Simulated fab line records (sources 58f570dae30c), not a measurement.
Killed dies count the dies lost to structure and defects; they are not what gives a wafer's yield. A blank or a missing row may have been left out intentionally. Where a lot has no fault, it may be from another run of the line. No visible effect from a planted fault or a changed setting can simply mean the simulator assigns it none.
fab line records -- flow berkeleyCmos170
record lots=14, wafers=42, lastDay=12
route steps=331 shown M2@289
lots that met no fault: taken from a fault-free run of the same line
startH: hours from the record's opening day to when the first of the lot's shown wafers began -- waitH: time in hours since the lot's previous step -- " the same as in the row above -- L1.1+2: several wafers, shown together as one row -- - value missing, or start not given -- * or withheld: withheld -- < > ~ a bound
route shown NAME@n: NAME is a module with steps in the file, n the number in the route of the first one -- usual: mean/standard deviation of fault-free wafers -- same: alike in all rows -- chamber/n: place in a boat -- sites: per-site readings -- _std_site: their standard deviation -- _edge_site: inner sites' mean taken away from outer sites' mean -- radiusMm: how far each site lies from the wafer's centre -- mask NAME#n: copy n -- behind: tool/chamber where the wafer was last shaped -- hold: why the lot went on hold/how many hours it stayed there/how the hold came to an end -- device: whichever transistor did not switch (one of n, p or np) -- end of line: the route-end tests of the same wafers -- a step with no rows: only its recipe -- killed: dies lost to structure and defects at the first sort, not the wafer's yield -- map: a wafer's dies, x killed, . not, _ none there
set.NAME: the setting the step ran with; set.NAME@STEP: the setting that earlier step ran with -- model.NAME: the simulator's own value behind a step, which no gauge read
the route's steps for a sample of lots (tables are steps, rows are wafers)
services: the hour from which a tool's chamber was out of use, counted from the record's first day as startH (under 0 if before that day), plus the number of hours and why
## steps
# step UCB170_M2_METAL_ETCH_18
# recipe chemistry=Cl2/BCl3, target=Al, stopOn=SiO2, pressureMtorr=12, targetDepthA=11700, overEtchFrac=0.3, timeS=195, icpW=600, biasW=120, Cl2_flow_sccm=90, bcl3FlowSccm=45
# usual drypumpMotorCurrentA=5.9/0.47, oesProductAu=0.860/0.015, overEtchFrac=0.3/0, throttleValvePct=24.36/0.21
lot.wafer,tool,chamber,startH,waitH,drypumpMotorCurrentA,oesProductAu,overEtchFrac,rfHoursCounterH,throttleValvePct
L753.4,rieMetal-02,1,152.39,-,5.2,0.847,0.3,-,24.13
L753.5,rieMetal-02,0,152.39,-,5.7,0.871,0.3,-,24.52
L753.6,rieMetal-02,1,152.39,-,5.2,0.840,0.3,-,24.13
L756.2,rieMetal-02,1,166.26,-,5.2,0.845,0.3,6,24.12
L756.5,rieMetal-02,1,166.26,-,5.2,0.849,0.3,-,24.14
L756.6,rieMetal-02,0,166.26,-,5.6,0.882,0.3,-,24.54
L754.1,rieMetal-03,0,166.54,-,6.3,0.857,0.3,23,24.31
L754.2,rieMetal-03,1,166.54,-,6.1,0.858,0.3,13,24.59
L754.6,rieMetal-03,0,166.54,-,6.3,0.854,0.3,-,24.32
L755.1,rieMetal-01,1,166.75,-,6.5,0.882,0.3,3,24.01
L755.4,rieMetal-01,1,166.75,-,6.5,0.873,0.3,-,24.06
L755.6,rieMetal-01,1,166.75,-,6.5,0.881,0.3,-,24.05
L757.1,rieMetal-01,0,185.08,-,6.3,0.843,0.3,0,24.53
L757.2,rieMetal-01,1,185.08,-,6.5,0.864,0.3,4,24.05
L757.6,rieMetal-01,0,185.08,-,6.3,0.838,0.3,-,24.52
L761.2,rieMetal-03,1,207.97,-,6.1,0.855,0.3,-,24.60
L761.3,rieMetal-03,1,207.97,-,6.1,0.857,0.3,-,24.59
L761.6,rieMetal-03,1,207.97,-,6.1,0.850,0.3,-,24.58
L763.1,rieMetal-02,0,208.04,-,5.6,0.874,0.3,8,24.53
L763.3,rieMetal-02,1,208.04,-,5.2,0.785,0.46104,-,24.17
L763.6,rieMetal-02,0,208.04,-,5.7,0.876,0.3,-,24.53
L764.1,rieMetal-02,1,224.36,-,5.2,0.795,0.46104,7,24.17
L764.5,rieMetal-02,0,224.36,-,5.7,0.867,0.3,-,24.54
L764.6,rieMetal-02,1,224.36,-,5.2,0.784,0.46104,-,24.18
L766.1,rieMetal-03,0,224.64,-,6.3,0.859,0.3,0,24.32
L766.4,rieMetal-03,1,224.64,-,6.1,0.865,0.3,-,24.60
L766.6,rieMetal-03,1,224.64,-,6.1,0.863,0.3,-,24.60
L770.3,rieMetal-03,1,249.15,-,6.1,0.861,0.3,-,24.61
L770.4,rieMetal-03,0,249.15,-,6.3,0.859,0.3,-,24.34
L770.5,rieMetal-03,0,249.15,-,6.3,0.846,0.3,-,24.32
L772.1,rieMetal-01,0,261.86,-,6.3,0.837,0.3,2,24.51
L772.2,rieMetal-01,1,261.86,-,6.5,0.872,0.3,6,24.05
L772.5,rieMetal-01,1,261.86,-,6.5,0.878,0.3,-,24.05
L773.2,rieMetal-03,0,269.14,-,6.3,0.852,0.3,2,24.32
L773.3,rieMetal-03,1,269.14,-,6.1,0.856,0.3,-,24.59
L773.6,rieMetal-03,0,269.14,-,6.3,0.843,0.3,-,24.32
L775.1,rieMetal-01,0,269.42,-,6.3,0.841,0.3,2,24.53
L775.3,rieMetal-01,0,269.42,-,6.3,0.826,0.3,-,24.52
L775.4,rieMetal-01,1,269.42,-,6.5,0.866,0.3,-,24.05
L774.3,rieMetal-03,0,269.60,-,6.3,0.863,0.3,-,24.33
L774.4,rieMetal-03,1,269.60,-,6.1,0.858,0.3,-,24.59
L774.5,rieMetal-03,0,269.60,-,6.3,0.865,0.3,-,24.33
# step UCB170_M2_STRIP_19
# recipe chemistry=O2, powerW=400, pressureMtorr=3500, platenTempC=withheld, o2FlowSccm=400, overashFraction=0.5
# usual drypumpMotorCurrentA=5.8/0.42, oesProductAu=0.538/0.015
lot.wafer,tool,chamber,startH,waitH,drypumpMotorCurrentA,oesProductAu,rfHoursCounterH
L753.4,plasmaAsher-03,1,152.54,0.1,5.5,0.557,-
L753.5,plasmaAsher-03,0,152.54,0.1,6.1,0.547,-
L753.6,plasmaAsher-03,1,152.54,0.1,5.5,0.553,-
L756.2,plasmaAsher-03,0,166.45,0.1,6.0,0.563,47
L756.5,plasmaAsher-03,1,166.45,0.1,5.5,0.563,-
L756.6,plasmaAsher-03,0,166.45,0.1,6.0,0.556,-
L754.1,plasmaAsher-02,1,166.73,0.1,6.5,0.525,37
L754.2,plasmaAsher-02,0,166.73,0.1,5.8,0.527,37
L754.6,plasmaAsher-02,1,166.73,0.1,6.5,0.529,-
L755.1,plasmaAsher-03,1,167.12,0.3,5.5,0.512,47
L755.4,plasmaAsher-03,0,167.12,0.3,6.0,0.518,-
L755.6,plasmaAsher-03,1,167.12,0.3,5.5,0.518,-
L757.1,plasmaAsher-03,1,185.27,0.1,5.5,0.521,49
L757.2,plasmaAsher-03,0,185.27,0.1,6.0,0.522,49
L757.6,plasmaAsher-03,1,185.27,0.1,5.5,0.522,-
L763.1,plasmaAsher-03,1,208.22,0.1,5.5,0.537,51
L763.3,plasmaAsher-03,0,208.22,0.1,6.0,0.463,-
L763.6,plasmaAsher-03,0,208.22,0.1,6.0,0.547,-
L761.2,plasmaAsher-01,0,208.29,0.2,5.1,0.547,52
L761.3,plasmaAsher-01,1,208.29,0.2,5.5,0.538,-
L761.6,plasmaAsher-01,1,208.29,0.2,5.5,0.543,-
L764.1,plasmaAsher-03,0,224.55,0.1,6.0,0.476,53
L764.5,plasmaAsher-03,0,224.55,0.1,6.0,0.548,-
L764.6,plasmaAsher-03,1,224.55,0.1,5.4,0.444,-
L766.1,plasmaAsher-01,0,224.82,0.1,5.1,0.526,54
L766.4,plasmaAsher-01,0,224.82,0.1,5.1,0.530,-
L766.6,plasmaAsher-01,1,224.82,0.1,5.6,0.535,-
L770.3,plasmaAsher-02,0,249.31,0.1,5.9,0.540,-
L770.4,plasmaAsher-02,1,249.31,0.1,6.5,0.535,-
L770.5,plasmaAsher-02,0,249.31,0.1,5.8,0.538,-
L772.1,plasmaAsher-02,0,262.04,0.1,5.8,0.514,46
L772.2,plasmaAsher-02,1,262.04,0.1,6.5,0.530,46
L772.5,plasmaAsher-02,1,262.04,0.1,6.5,0.523,-
L773.2,plasmaAsher-02,0,269.33,0.1,5.8,0.521,48
L773.3,plasmaAsher-02,0,269.33,0.1,5.8,0.531,-
L773.6,plasmaAsher-02,0,269.33,0.1,5.8,0.522,-
L775.1,plasmaAsher-02,0,269.60,0.1,5.8,0.512,48
L775.3,plasmaAsher-02,1,269.60,0.1,6.5,0.510,-
L775.4,plasmaAsher-02,0,269.60,0.1,5.8,0.523,-
L774.3,plasmaAsher-03,0,269.76,0.1,6.0,0.548,-
L774.4,plasmaAsher-03,1,269.76,0.1,5.5,0.548,-
L774.5,plasmaAsher-03,0,269.76,0.1,6.0,0.544,-
## services
tool,chamber,startH,hours,kind
rieMetal-03,-,132.51,2.8,pm
rieMetal-01,-,152.03,0.9,repair
rieMetal-01,0,154.94,-,clean
rieMetal-01,0,154.94,23.6,scheduledDown
rieMetal-01,0,154.94,23.6,ventCycle
rieMetal-03,0,184.19,-,clean
rieMetal-03,0,184.19,32.0,scheduledDown
rieMetal-03,0,184.19,32.0,ventCycle
rieMetal-01,-,200.46,0.5,repair
plasmaAsher-02,-,206.09,1.5,repair
rieMetal-02,0,216.42,4.2,repair
plasmaAsher-02,-,242.49,5.4,repair
plasmaAsher-01,-,248.32,14.6,pm
## key
firstSign step=UCB170_M2_METAL_ETCH_18, reading=overEtchFrac, direction=up, sigmas=99+, usual=0.3, struck=0.46104
effect step=UCB170_M2_METAL_ETCH_18, reading=oesProductAu, direction=down, sigmas=4.9, usual=0.860, struck=0.788
effect step=UCB170_M2_STRIP_19, reading=oesProductAu, direction=down, sigmas=5.1, usual=0.538, struck=0.461
metAt UCB170_M2_METAL_ETCH_18
struckLots L763,L764
struckWafers L763.3,L764.1,L764.6
onsetBetween 166.26 208.04
fault kind=processParameterDrift, tool=rieMetal-02, chamber=1, onsetH=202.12, steps=UCB170_M2_METAL_ETCH_18, channel=overEtchFrac, offset=0.16104, shape=step, endH=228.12, actsIn=theseRecipesOnly, stated=0.3
